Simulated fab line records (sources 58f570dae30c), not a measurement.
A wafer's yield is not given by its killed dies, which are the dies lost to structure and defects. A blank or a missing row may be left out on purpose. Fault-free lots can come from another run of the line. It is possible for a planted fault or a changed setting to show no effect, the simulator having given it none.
Which tool did it? :: flow berkeleyCmos170 :: 42 wafers from 14 lots sampled at 7 of the route's 331 steps

== WHAT EACH GAUGE READ, for each wafer ==
UCB170_NWELL_THK_MEAS_02.
lot: L241
measured: day 2 01:57
on: filmMetro-03
NWELL_OXIDE_THK (nm): 26.3 26.7 25.7

lot: L243
measured: day 2 11:37
on: filmMetro-04
NWELL_OXIDE_THK (nm): 26.7 27.0 26.8

lot: L242
measured: day 2 11:38
on: filmMetro-02
NWELL_OXIDE_THK (nm): 25.7 26.0 25.7

lot: L244
measured: day 2 18:34
on: filmMetro-04
NWELL_OXIDE_THK (nm): 26.3 26.6 26.3

lot: L245
measured: day 3 01:43
on: filmMetro-04
NWELL_OXIDE_THK (nm): 26.4 26.4 26.1

lot: L246
measured: day 3 01:43
on: filmMetro-02
NWELL_OXIDE_THK (nm): 26.2 26.3 26.4

lot: L248
measured: day 3 14:57
on: filmMetro-02
NWELL_OXIDE_THK (nm): 25.4 25.8 25.8

lot: L250
measured: day 4 04:07
on: filmMetro-03
NWELL_OXIDE_THK (nm): 26.5 26.8 26.8

lot: L253
measured: day 4 12:54
on: filmMetro-03
NWELL_OXIDE_THK (nm): 25.1 25.1 25.1

lot: L256
measured: day 5 08:59
on: filmMetro-02
NWELL_OXIDE_THK (nm): 26.2 26.1 26.3

lot: L258
measured: day 5 18:16
on: filmMetro-04
NWELL_OXIDE_THK (nm): 25.5 25.6 25.9

lot: L260
measured: day 5 23:52
on: filmMetro-02
NWELL_OXIDE_THK (nm): 26.5 26.7 26.6

lot: L261
measured: day 6 09:35
on: filmMetro-02
NWELL_OXIDE_THK (nm): 26.6 26.7 26.5

lot: L262
measured: day 6 14:55
on: filmMetro-03
NWELL_OXIDE_THK (nm): 26.3 26.2 26.6

UCB170_NSD_TW_MEAS_10.
lot: L241
measured: day 7 20:57
on: filmMetro-01
NSD_TW: 4221 4217 4235

lot: L243
measured: day 7 20:08
on: filmMetro-03
NSD_TW: 4171 4164 4171

lot: L242
measured: day 7 20:41
on: filmMetro-01
NSD_TW: 4215 4211 4217

lot: L244
measured: day 8 12:44
on: filmMetro-01
NSD_TW: 4222 4237 4242

lot: L245
measured: day 8 12:52
on: filmMetro-04
NSD_TW: 4217 4207 4200

lot: L246
measured: day 8 12:59
on: filmMetro-03
NSD_TW: 4188 4204 4198

lot: L248
measured: day 9 11:29
on: filmMetro-03
NSD_TW: 4227 4230 4204

lot: L250
measured: day 9 11:28
on: filmMetro-04
NSD_TW: 4183 4204 4184

lot: L253
measured: day 10 11:08
on: filmMetro-03
NSD_TW: 4198 4197 4210

lot: L256
measured: day 11 11:27
on: filmMetro-01
NSD_TW: 4131 4095 4097

lot: L258
measured: day 11 17:56
on: filmMetro-04
NSD_TW: 4030 3993 4032

lot: L260
measured: day 11 18:11
on: filmMetro-03
NSD_TW: 4183 4186 4182

lot: L261
measured: day 12 13:16
on: filmMetro-03
NSD_TW: 4183 4178 4165

lot: L262
measured: day 12 12:58
on: filmMetro-01
NSD_TW: 4172 4193 4190

UCB170_SDANNEAL_RS_MEAS_03: measurement is done with a four-point probe.
lot: L241
measured: day 7 22:25
on: filmMetro-04
NSD_RS (ohm/sq): 37.25 37.31 37.22

lot: L243
measured: day 7 21:48
on: filmMetro-01
NSD_RS (ohm/sq): 37.18 37.37 37.24

lot: L242
measured: day 7 22:05
on: filmMetro-03
NSD_RS (ohm/sq): 37.35 37.26 37.34

lot: L244
measured: day 8 14:04
on: filmMetro-04
NSD_RS (ohm/sq): 37.34 37.31 37.36

lot: L245
measured: day 8 14:14
on: filmMetro-03
NSD_RS (ohm/sq): 37.22 37.19 37.25

lot: L246
measured: day 8 14:34
on: filmMetro-01
NSD_RS (ohm/sq): 37.14 37.20 37.17

lot: L248
measured: day 9 13:07
on: filmMetro-01
NSD_RS (ohm/sq): 37.15 37.21 37.28

lot: L250
measured: day 9 12:50
on: filmMetro-03
NSD_RS (ohm/sq): 37.28 37.41 37.32

lot: L253
measured: day 10 12:34
on: filmMetro-01
NSD_RS (ohm/sq): 37.28 37.22 37.23

lot: L256
measured: day 11 14:36
on: filmMetro-01
NSD_RS (ohm/sq): 42.74 42.79 42.62

lot: L258
measured: day 11 19:13
on: filmMetro-04
NSD_RS (ohm/sq): 42.81 42.71 42.79

lot: L260
measured: day 11 19:23
on: filmMetro-01
NSD_RS (ohm/sq): 37.10 37.08 36.98

lot: L261
measured: day 12 14:42
on: filmMetro-04
NSD_RS (ohm/sq): 37.28 37.09 37.24

lot: L262
measured: day 12 14:32
on: filmMetro-01
NSD_RS (ohm/sq): 37.21 37.11 37.27

UCB170_M3_BOW_MEAS_20.
lot: L241
measured: day 8 22:53
on: filmMetro-01
M3_BOW (um): 31 28 48

lot: L243
measured: day 8 21:28
on: filmMetro-01
M3_BOW (um): 35 45 24

lot: L242
measured: day 9 00:41
on: filmMetro-03
M3_BOW (um): 37 26 37

lot: L244
measured: day 9 10:20
on: filmMetro-01
M3_BOW (um): 37 26 30

lot: L245
measured: day 9 14:05
on: filmMetro-04
M3_BOW (um): 33 32 43

lot: L246
measured: day 9 12:20
on: filmMetro-01
M3_BOW (um): 31 17 40

lot: L248
measured: day 10 10:49
on: filmMetro-01
M3_BOW (um): 45 32 41

lot: L250
measured: day 10 10:19
on: filmMetro-04
M3_BOW (um): 41 40 42

lot: L253
measured: day 11 09:16
on: filmMetro-04
M3_BOW (um): 36 36 45

lot: L256
measured: day 12 15:04
on: filmMetro-04
M3_BOW (um): 37 43 40

lot: L258
measured: day 12 20:56
on: filmMetro-01
M3_BOW (um): 36 33 44

lot: L260
measured: day 12 21:35
on: filmMetro-01
M3_BOW (um): 51 34 40

lot: L261
measured: day 13 12:10
on: filmMetro-04
M3_BOW (um): 38 44 35

lot: L262
measured: day 13 18:50
on: filmMetro-03
M3_BOW (um): 38 33 37

== WHAT TOOL EACH LOT RAN ON (gives the tool, then ch and the chambers of the sampled wafers, and finally the start) ==
lot: L241
UCB170_NWELL_STRIP_15: plasmaAsher-02 ch 0,1, day 2 10:41
UCB170_NSD_IMPLANT_08: implanter-01 ch 0, day 7 20:42
UCB170_NSD_STRIP_09: plasmaAsher-04 ch 0,1, day 7 20:51

lot: L243
UCB170_NWELL_STRIP_15: plasmaAsher-01 ch 1, day 2 21:22
UCB170_NSD_IMPLANT_08: implanter-01 ch 0, day 7 19:53
UCB170_NSD_STRIP_09: plasmaAsher-03 ch 0, day 7 20:02

lot: L242
UCB170_NWELL_STRIP_15: plasmaAsher-01 ch 0, day 2 21:07
UCB170_NSD_IMPLANT_08: implanter-04 ch 0, day 7 20:27
UCB170_NSD_STRIP_09: plasmaAsher-03 ch 0,1, day 7 20:35

lot: L244
UCB170_NWELL_STRIP_15: plasmaAsher-02 ch 0, day 3 04:04
UCB170_NSD_IMPLANT_08: implanter-04 ch 0, day 8 12:29
UCB170_NSD_STRIP_09: plasmaAsher-01 ch 0,1, day 8 12:38

lot: L245
UCB170_NWELL_STRIP_15: plasmaAsher-02 ch 0,1, day 3 09:34
UCB170_NSD_IMPLANT_08: implanter-03 ch 0, day 8 12:39
UCB170_NSD_STRIP_09: plasmaAsher-04 ch 0,1, day 8 12:47

lot: L246
UCB170_NWELL_STRIP_15: plasmaAsher-01 ch 0,1, day 3 09:44
UCB170_NSD_IMPLANT_08: implanter-04 ch 0, day 8 12:46
UCB170_NSD_STRIP_09: plasmaAsher-03 ch 0,1, day 8 12:54

lot: L248
UCB170_NWELL_STRIP_15: plasmaAsher-02 ch 0,1, day 3 23:59
UCB170_NSD_IMPLANT_08: implanter-01 ch 0, day 9 11:14
UCB170_NSD_STRIP_09: plasmaAsher-01 ch 0,1, day 9 11:23

lot: L250
UCB170_NWELL_STRIP_15: plasmaAsher-03 ch 0,1, day 4 10:01
UCB170_NSD_IMPLANT_08: implanter-03 ch 0, day 9 11:14
UCB170_NSD_STRIP_09: plasmaAsher-03 ch 0,1, day 9 11:23

lot: L253
UCB170_NWELL_STRIP_15: plasmaAsher-03 ch 0,1, day 5 02:07
UCB170_NSD_IMPLANT_08: implanter-04 ch 0, day 10 10:55
UCB170_NSD_STRIP_09: plasmaAsher-03 ch 0,1, day 10 11:02

lot: L256
UCB170_NWELL_STRIP_15: plasmaAsher-02 ch 0,1, day 5 19:29
UCB170_NSD_IMPLANT_08: implanter-03 ch 0, day 11 11:12
UCB170_NSD_STRIP_09: plasmaAsher-01 ch 0,1, day 11 11:21

lot: L258
UCB170_NWELL_STRIP_15: plasmaAsher-03 ch 0, day 6 02:37
UCB170_NSD_IMPLANT_08: implanter-03 ch 0, day 11 17:42
UCB170_NSD_STRIP_09: plasmaAsher-03 ch 0,1, day 11 17:50

lot: L260
UCB170_NWELL_STRIP_15: plasmaAsher-02 ch 0,1, day 6 08:00
UCB170_NSD_IMPLANT_08: implanter-01 ch 0, day 11 17:56
UCB170_NSD_STRIP_09: plasmaAsher-04 ch 0, day 11 18:04

lot: L261
UCB170_NWELL_STRIP_15: plasmaAsher-03 ch 0,1, day 6 18:43
UCB170_NSD_IMPLANT_08: implanter-01 ch 0, day 12 13:01
UCB170_NSD_STRIP_09: plasmaAsher-04 ch 0,1, day 12 13:10

lot: L262
UCB170_NWELL_STRIP_15: plasmaAsher-01 ch 0,1, day 7 01:06
UCB170_NSD_IMPLANT_08: implanter-04 ch 0, day 12 12:44
UCB170_NSD_STRIP_09: plasmaAsher-01 ch 0,1, day 12 12:51
- UCB170_NWELL_STRIP_15: strips in O2.
- UCB170_NSD_IMPLANT_08
- UCB170_NSD_STRIP_09: strips in O2.

== AS READ BY THE TOOLS THEMSELVES (means over the sampled wafers that have a number; for cases with no such wafer, the mark the record gives instead) ==
UCB170_NWELL_STRIP_15.
lot: L241
tool: plasmaAsher-02
drypumpMotorCurrentA (A): 6.3
oesProductAu (a.u.): 0.722
stripTimeToEndpointS (s): 18.19

lot: L243
tool: plasmaAsher-01
drypumpMotorCurrentA (A): 5.6
oesProductAu (a.u.): 0.723
stripTimeToEndpointS (s): 18.17

lot: L242
tool: plasmaAsher-01
drypumpMotorCurrentA (A): 5.0
oesProductAu (a.u.): 0.724
stripTimeToEndpointS (s): 18.21

lot: L244
tool: plasmaAsher-02
drypumpMotorCurrentA (A): 6.7
oesProductAu (a.u.): 0.716
stripTimeToEndpointS (s): 18.14

lot: L245
tool: plasmaAsher-02
drypumpMotorCurrentA (A): 6.2
oesProductAu (a.u.): 0.715
stripTimeToEndpointS (s): 18.19

lot: L246
tool: plasmaAsher-01
drypumpMotorCurrentA (A): 5.4
oesProductAu (a.u.): 0.721
stripTimeToEndpointS (s): 18.17

lot: L248
tool: plasmaAsher-02
drypumpMotorCurrentA (A): 6.3
oesProductAu (a.u.): 0.722
stripTimeToEndpointS (s): 18.21

lot: L250
tool: plasmaAsher-03
drypumpMotorCurrentA (A): 5.5
oesProductAu (a.u.): 0.723
stripTimeToEndpointS (s): 18.19

lot: L253
tool: plasmaAsher-03
drypumpMotorCurrentA (A): 5.5
oesProductAu (a.u.): 0.726
stripTimeToEndpointS (s): 18.34

lot: L256
tool: plasmaAsher-02
drypumpMotorCurrentA (A): 6.2
oesProductAu (a.u.): 0.718
stripTimeToEndpointS (s): 18.15

lot: L258
tool: plasmaAsher-03
drypumpMotorCurrentA (A): 5.8
oesProductAu (a.u.): 0.721
stripTimeToEndpointS (s): 18.23

lot: L260
tool: plasmaAsher-02
drypumpMotorCurrentA (A): 6.5
oesProductAu (a.u.): 0.715
stripTimeToEndpointS (s): 18.21

lot: L261
tool: plasmaAsher-03
drypumpMotorCurrentA (A): 5.3
oesProductAu (a.u.): 0.718
stripTimeToEndpointS (s): 18.15

lot: L262
tool: plasmaAsher-01
drypumpMotorCurrentA (A): 5.4
oesProductAu (a.u.): 0.721
stripTimeToEndpointS (s): 18.09

UCB170_NSD_IMPLANT_08.
lot: L241
tool: implanter-01
beamOnS (s): 9.83
faradayCurrentUA: 9398

lot: L243
tool: implanter-01
beamOnS (s): 9.91
faradayCurrentUA: 9318

lot: L242
tool: implanter-04
beamOnS (s): 10.03
faradayCurrentUA: 9243

lot: L244
tool: implanter-04
beamOnS (s): 9.94
faradayCurrentUA: 9316

lot: L245
tool: implanter-03
beamOnS (s): 9.92
faradayCurrentUA: 9333

lot: L246
tool: implanter-04
beamOnS (s): 9.91
faradayCurrentUA: 9352

lot: L248
tool: implanter-01
beamOnS (s): 10.02
faradayCurrentUA: 9263

lot: L250
tool: implanter-03
beamOnS (s): 9.98
faradayCurrentUA: 9272

lot: L253
tool: implanter-04
beamOnS (s): 10.06
faradayCurrentUA: 9190

lot: L256
tool: implanter-03
beamOnS (s): 7.83
faradayCurrentUA: 11833

lot: L258
tool: implanter-03
beamOnS (s): 7.70
faradayCurrentUA: 12013

lot: L260
tool: implanter-01
beamOnS (s): 10.04
faradayCurrentUA: 9230

lot: L261
tool: implanter-01
beamOnS (s): 9.95
faradayCurrentUA: 9325

lot: L262
tool: implanter-04
beamOnS (s): 9.85
faradayCurrentUA: 9371

UCB170_NSD_STRIP_09.
lot: L241
tool: plasmaAsher-04
drypumpMotorCurrentA (A): 5.7
oesProductAu (a.u.): 0.535
stripTimeToEndpointS (s): 35.77

lot: L243
tool: plasmaAsher-03
drypumpMotorCurrentA (A): 5.7
oesProductAu (a.u.): 0.533
stripTimeToEndpointS (s): 35.89

lot: L242
tool: plasmaAsher-03
drypumpMotorCurrentA (A): 5.3
oesProductAu (a.u.): 0.533
stripTimeToEndpointS (s): 35.92

lot: L244
tool: plasmaAsher-01
drypumpMotorCurrentA (A): 5.2
oesProductAu (a.u.): 0.538
stripTimeToEndpointS (s): 35.71

lot: L245
tool: plasmaAsher-04
drypumpMotorCurrentA (A): 5.7
oesProductAu (a.u.): 0.529
stripTimeToEndpointS (s): 35.88

lot: L246
tool: plasmaAsher-03
drypumpMotorCurrentA (A): 5.6
oesProductAu (a.u.): 0.540
stripTimeToEndpointS (s): 35.88

lot: L248
tool: plasmaAsher-01
drypumpMotorCurrentA (A): 5.2
oesProductAu (a.u.): 0.535
stripTimeToEndpointS (s): 35.73

lot: L250
tool: plasmaAsher-03
drypumpMotorCurrentA (A): 5.3
oesProductAu (a.u.): 0.534
stripTimeToEndpointS (s): 35.81

lot: L253
tool: plasmaAsher-03
drypumpMotorCurrentA (A): 5.3
oesProductAu (a.u.): 0.541
stripTimeToEndpointS (s): 35.88

lot: L256
tool: plasmaAsher-01
drypumpMotorCurrentA (A): 5.4
oesProductAu (a.u.): 0.561
stripTimeToEndpointS (s): 33.40

lot: L258
tool: plasmaAsher-03
drypumpMotorCurrentA (A): 5.5
oesProductAu (a.u.): 0.560
stripTimeToEndpointS (s): 33.43

lot: L260
tool: plasmaAsher-04
drypumpMotorCurrentA (A): 6.1
oesProductAu (a.u.): 0.533
stripTimeToEndpointS (s): 35.80

lot: L261
tool: plasmaAsher-04
drypumpMotorCurrentA (A): 5.7
oesProductAu (a.u.): 0.537
stripTimeToEndpointS (s): 35.85

lot: L262
tool: plasmaAsher-01
drypumpMotorCurrentA (A): 5.4
oesProductAu (a.u.): 0.535
stripTimeToEndpointS (s): 35.92

== THE ANSWER, worked out from the rows above alone ==
Rule: usual is defined by the lots themselves. The widest of any qualifying gaps counts: lots, ordered by their means at a reading, are off when they make up no more than a third of the lots, leave a main group of 4 or more, and stand apart from it by 3 or more times the standard deviation of that group's means. A main group whose means are all the same, to the digits that the tables above print for the reading, isn't used. A lot without any number at a reading at which 4 lots or more have one is off too. Any other lot the step has rows for is counted as sound. First the gauges in route order, then the tools' own readings, where a lot's mean is used as printed above. At the first step where some lot is off, the reading lying furthest off is the one used; lots without a number count as furthest.
Off: L256, L258, seen at UCB170_NSD_TW_MEAS_10 (NSD_TW). The main group: mean 4200, standard deviation 20.
If a tool, at a process step before that reading, ran all the lots that are off and no sound lot after the first of them, it fits. Not tried: the gauges at UCB170_NSD_TW_MEAS_10; whatever is off there is also off at UCB170_NSD_IMPLANT_08, on other tools, and gauge error can't account for it. One fits: implanter-03 at UCB170_NSD_IMPLANT_08. Its last sound lot is L250 (day 9 11:14), its first lot that is off L256 (day 11 11:12): a fault that began between those two fits.
The tool's own readings at UCB170_NSD_IMPLANT_08 bear it out: on the lots that are off they differ by more than 5 times the standard deviation of the sound lots' means. beamOnS reads 7.77 s there against 9.95 s on the sound lots; faradayCurrentUA reads 11923 there against 9301 on the sound lots.

== WHAT HAD BEEN PUT IN BY THE SIMULATOR ==
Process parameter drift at UCB170_NSD_IMPLANT_08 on implanter-03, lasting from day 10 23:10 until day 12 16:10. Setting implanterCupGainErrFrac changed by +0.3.
Struck lots among those shown: L256, L258. Same finding as the rule above.
